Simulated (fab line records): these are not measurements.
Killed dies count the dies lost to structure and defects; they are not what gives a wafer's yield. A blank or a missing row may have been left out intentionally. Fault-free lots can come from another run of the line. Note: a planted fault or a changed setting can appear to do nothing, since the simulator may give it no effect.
The tool behind it: which one? -- flow rit cmos -- 15 lots, 45 wafers sampled, at 5 steps of a route of 202

== WHAT THE GAUGES SHOWED, per wafer ==
RIT_FOX2_THK_MEAS_90. Usual: FIELD_OXIDE_LEFT_1_THK gives 325 nm (standard deviation 8.2).
lot,measured,on,FIELD_OXIDE_LEFT_1_THK (nm),flag
L210,day 1 19:31,film metro-03,332 332 324,
L211,day 2 00:13,film metro-03,331 331 329,
L212,day 2 08:31,film metro-02,329 329 324,
L213,day 2 15:34,film metro-03,332 332 331,
L214,day 2 22:03,film metro-03,342 334 336,
L215,day 2 22:16,film metro-02,330 325 329,
L217,day 3 07:30,film metro-03,322 323 320,
L218,day 3 11:47,film metro-03,321 317 313,
L219,day 3 18:08,film metro-02,318 330 323,
L221,day 4 03:15,film metro-01,313 310 311,
L226,day 5 04:46,film metro-02,314 314 316,
L228,day 5 13:31,film metro-02,323 322 324,
L230,day 5 23:25,film metro-01,314 324 325,
L231,day 6 05:20,film metro-03,313 306 309,
L233,day 6 14:14,film metro-01,333 332 330,

RIT_NWELL_TW_MEAS_10. Usual: NWELL_TW gives 2137 (standard deviation 16).
lot,measured,on,NWELL_TW,flag
L210,day 1 21:11,film metro-04,2126 2133 2135,
L211,day 2 01:53,film metro-01,2115 2124 2117,
L212,day 2 10:04,film metro-03,2139 2158 2152,
L213,day 2 17:15,film metro-01,2127 2126 2122,
L214,day 2 23:44,film metro-04,2135 2124 2139,
L215,day 2 23:50,film metro-01,2120 2123 2123,
L217,day 3 09:11,film metro-04,2150 2143 2156,
L218,day 3 13:28,film metro-04,2155 2145 2142,
L219,day 3 19:49,film metro-01,2118 2119 2114,
L221,day 4 04:48,film metro-01,2129 2137 2134,
L226,day 5 06:34,film metro-03,2165 2164 2150,
L228,day 5 15:11,film metro-01,2122 2128 2120,
L230,day 6 01:06,film metro-03,2158 2158 2160,
L231,day 6 07:01,film metro-01,2119 2115 2110,
L233,day 6 15:55,film metro-04,2140 2147 2137,

RIT_NLDD_OVL_MEAS_06. Usual: NLDD_OVL gives 0.1 nm (standard deviation 1.2).
lot,measured,on,NLDD_OVL (nm),flag
L210,day 2 23:09,overlay-01,-0.1 -0.9 -1.1,
L211,day 3 01:02,overlay-01,-1.0 -1.0 -0.4,
L212,day 3 09:05,overlay-01,1.0 1.1 1.9,
L213,day 3 15:29,overlay-01,1.0 1.3 -0.5,
L214,day 3 22:46,overlay-01,0.8 1.2 1.0,
L215,day 4 00:45,overlay-02,0.3 -2.1 -1.1,
L217,day 4 05:22,overlay-01,0.4 1.4 1.9,
L218,day 4 09:48,overlay-01,-0.4 -0.4 0.4,
L219,day 4 16:10,overlay-01,-147.8 -149.3 -150.1,OFF
L221,day 5 02:03,overlay-01,-148.1 -149.3 -150.6,OFF
L226,day 6 02:26,overlay-01,-152.1 -151.1 -151.4,OFF
L228,day 6 12:13,overlay-01,0.7 1.2 0.2,
L230,day 6 22:24,overlay-01,-0.1 1.0 1.2,
L231,day 7 04:42,overlay-02,0.0 -0.7 -0.5,
L233,day 7 12:59,overlay-01,-0.5 1.2 0.5,

RIT_PLDD_OVL_MEAS_06. Usual: PLDD_OVL gives 0.4 nm (standard deviation 1.5).
lot,measured,on,PLDD_OVL (nm),flag
L210,day 3 00:34,overlay-02,-0.3 -0.6 0.2,
L211,day 3 02:27,overlay-02,-0.9 -0.6 -2.7,
L212,day 3 10:30,overlay-02,-0.9 -1.6 -1.6,
L213,day 3 17:02,overlay-01,0.7 1.5 1.9,
L214,day 4 00:11,overlay-01,2.8 3.1 0.6,
L215,day 4 02:17,overlay-02,0.8 1.0 2.8,
L217,day 4 06:55,overlay-02,1.1 0.8 2.3,
L218,day 4 11:28,overlay-01,1.5 1.4 -1.0,
L219,day 4 17:43,overlay-01,-0.7 0.6 1.8,
L221,day 5 03:36,overlay-02,-1.1 -2.5 -2.4,
L226,day 6 03:59,overlay-02,0.4 -0.6 -0.2,
L228,day 6 13:46,overlay-01,0.8 0.9 1.0,
L230,day 6 23:49,overlay-01,2.3 0.9 2.0,
L231,day 7 06:15,overlay-02,-2.2 0.0 -0.1,
L233,day 7 14:24,overlay-01,0.2 1.9 1.5,

== EACH LOT AND THE TOOL THAT RAN IT (in order: tool; ch and the chambers of the sampled wafers; start) ==
lot,RIT_NLDD_EXPOSE_03
L210,"iline stepper-01 ch 0, day 2 22:47"
L211,"iline stepper-01 ch 0, day 3 00:38"
L212,"iline stepper-02 ch 0, day 3 08:35"
L213,"iline stepper-01 ch 0, day 3 15:05"
L214,"iline stepper-01 ch 0, day 3 22:23"
L215,"iline stepper-02 ch 0, day 4 00:22"
L217,"iline stepper-01 ch 0, day 4 04:47"
L218,"iline stepper-01 ch 0, day 4 09:24"
L219,"iline stepper-01 ch 0, day 4 15:47"
L221,"iline stepper-01 ch 0, day 5 01:40"
L226,"iline stepper-01 ch 0, day 6 02:03"
L228,"iline stepper-02 ch 0, day 6 11:34"
L230,"iline stepper-02 ch 0, day 6 22:01"
L231,"iline stepper-02 ch 0, day 7 04:20"
L233,"iline stepper-02 ch 0, day 7 12:35"
- RIT_NLDD_EXPOSE_03: exposes mask M7, target cd 40700 nm.

== AS READ BY THE TOOLS THEMSELVES (means over the sampled wafers that have a number; for cases with no such wafer, the mark the record gives instead) ==
RIT_NLDD_EXPOSE_03. Usual: reticle temp C 22.98 C, standard deviation 0.093.
lot,tool,reticle temp C (C),flag
L210,iline stepper-01,22.95,
L211,iline stepper-01,22.91,
L212,iline stepper-02,22.96,
L213,iline stepper-01,22.98,
L214,iline stepper-01,23.00,
L215,iline stepper-02,23.02,
L217,iline stepper-01,22.85,
L218,iline stepper-01,23.05,
L219,iline stepper-01,22.89,
L221,iline stepper-01,22.89,
L226,iline stepper-01,22.91,
L228,iline stepper-02,22.99,
L230,iline stepper-02,23.00,
L231,iline stepper-02,23.02,
L233,iline stepper-02,23.01,

== THE ANSWER, worked out from the rows above alone ==
Rule: take the mean of a lot's wafers that have a number; if it is more than 3 standard deviations from the usual mean, the lot is off. Also off: a lot with no number at a reading for which 4 or more lots have one. The other lots that the step has rows for count as sound. The gauges are gone through in route order, then the tools' own readings, and for those a lot's mean is taken as printed above. The first step at which some lot is off is used, and at that step the reading that is off furthest; a lot without a number counts as furthest.
Off: at RIT_NLDD_OVL_MEAS_06 (NLDD_OVL), L219, L221, L226.
If a tool, at a process step before that reading, ran all the lots that are off and no sound lot after the first of them, it fits. Gauges at RIT_NLDD_OVL_MEAS_06: tried the same way as those tools. One fits: iline stepper-01 at RIT_NLDD_EXPOSE_03. Its last sound lot is L218 (day 4 09:24), its first lot that is off L219 (day 4 15:47): a fault that began between those two fits.

== WHAT THE SIMULATOR HAD PUT IN ==
Scanner matching overlay: iline stepper-01, from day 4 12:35 on, at RIT_NLDD_EXPOSE_03. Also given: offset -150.
Struck lots among those shown: L219, L221, L226. The rule above found the same.
